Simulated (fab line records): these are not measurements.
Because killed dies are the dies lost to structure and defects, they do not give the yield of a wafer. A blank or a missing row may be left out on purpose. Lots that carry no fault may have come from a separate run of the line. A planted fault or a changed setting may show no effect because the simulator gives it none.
Commonality check across tools	flow berkeley-cmos170	Sample size 15 lots and 54 wafers

## WHY THIS WAS OPENED
At UCB170_SDANNEAL_RS_MEAS_02 the reading PSD_RS is flagged on 3 of 15 lots. No-fault wafers: 75.5 ohm/sq, standard deviation 0.33.
Rule: a lot gets a flag if all its wafers with a number sit over 4 standard deviations from that mean, or if no wafer of it has a number. As for the other lots, they are considered sound.

lot	measured	on	PSD_RS (ohm/sq), wafer by wafer	flag
L293	day 8 06:41	film-metro-02	74.9 75.3 75.4	
L294	day 8 16:08	film-metro-01	75.0 75.0 75.3	
L295	day 8 16:21	film-metro-03	75.9 76.0 75.5	
L296	day 9 02:17	film-metro-01	75.7 75.9 75.7	
L298	day 9 02:44	film-metro-02	75.5 75.9 75.4	
L297	day 9 03:14	film-metro-01	75.6 75.7 75.4	
L300	day 9 18:40	film-metro-01	74.9 74.8 74.6	
L299	day 9 19:09	film-metro-03	75.3 75.7 75.4	
L301	day 9 19:34	film-metro-01	75.2 75.7 75.5	
L302	day 10 01:28	film-metro-03	75.4 75.3 75.5	
L304	day 10 18:25	film-metro-02	71.9 71.9 72.2 71.9 72.0 72.1	FLAGGED
L308	day 11 06:19	film-metro-03	75.7 75.8 75.3	
L306	day 11 07:11	film-metro-01	71.8 71.8 71.3 71.9 71.7 71.2	FLAGGED
L309	day 11 18:29	film-metro-02	71.6 71.9 72.0 71.6 71.8 71.7	FLAGGED
L313	day 12 18:37	film-metro-03	75.7 75.9 75.8	
Average over the flagged lots: 71.8 ohm/sq; offset from the usual -3.7 ohm/sq, equal to -11 standard deviations.

## WHICH TOOL RAN EACH LOT
The record holds 1 process step before the reading, out of a route of 331 steps. Read each cell as the tool, then ch plus the chambers that the sampled wafers visited, then the start.
lot	flag	UCB170_SDANNEAL_RTA_01
L293		rtp-anneal-02 ch 0, day 8 06:37
L294		rtp-anneal-02 ch 0, day 8 16:04
L295		rtp-anneal-01 ch 0, day 8 16:17
L296		rtp-anneal-02 ch 0, day 9 02:13
L298		rtp-anneal-01 ch 0, day 9 02:40
L297		rtp-anneal-01 ch 0, day 9 03:09
L300		rtp-anneal-02 ch 0, day 9 18:37
L299		rtp-anneal-01 ch 0, day 9 19:04
L301		rtp-anneal-02 ch 0, day 9 19:29
L302		rtp-anneal-02 ch 0, day 10 01:23
L304	FLAGGED	rtp-anneal-02 ch 0, day 10 18:21
L308		rtp-anneal-01 ch 0, day 11 06:14
L306	FLAGGED	rtp-anneal-02 ch 0, day 11 07:04
L309	FLAGGED	rtp-anneal-02 ch 0, day 11 18:24
L313		rtp-anneal-01 ch 0, day 12 18:33
What these steps do:
- UCB170_SDANNEAL_RTA_01: time 5 s.
- UCB170_SDANNEAL_RS_MEAS_02: measures by four-point-probe.

## FLAGGED OVER TOTAL, TOOL BY TOOL (the gauges that took the reading come last)
step	tool	lots run	flagged	share of the flagged lots	sound lots run after its first flagged lot
UCB170_SDANNEAL_RTA_01	rtp-anneal-01	6	0	none	-
UCB170_SDANNEAL_RTA_01	rtp-anneal-02	9	3	all	0
UCB170_SDANNEAL_RS_MEAS_02	film-metro-01	6	1	some	0
UCB170_SDANNEAL_RS_MEAS_02	film-metro-02	4	2	some	0
UCB170_SDANNEAL_RS_MEAS_02	film-metro-03	5	0	none	-

## WHAT THE TABLE PERMITS
All flagged lots share 1 row of the table, namely rtp-anneal-02 at UCB170_SDANNEAL_RTA_01.
- rtp-anneal-02 at UCB170_SDANNEAL_RTA_01 ran 9 lots, 3 of them flagged. A fault beginning between L302 (day 10 01:23), its last sound lot, and L304 (day 10 18:21), its first flagged one, fits the data.
One tool is left: rtp-anneal-02 at UCB170_SDANNEAL_RTA_01.

## WHAT THE SIMULATOR HAD INSERTED
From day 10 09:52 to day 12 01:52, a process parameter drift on rtp-anneal-02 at UCB170_SDANNEAL_RTA_01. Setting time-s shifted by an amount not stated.
Lots struck among those shown: L304, L306, L309. This agrees with what the rule above found.
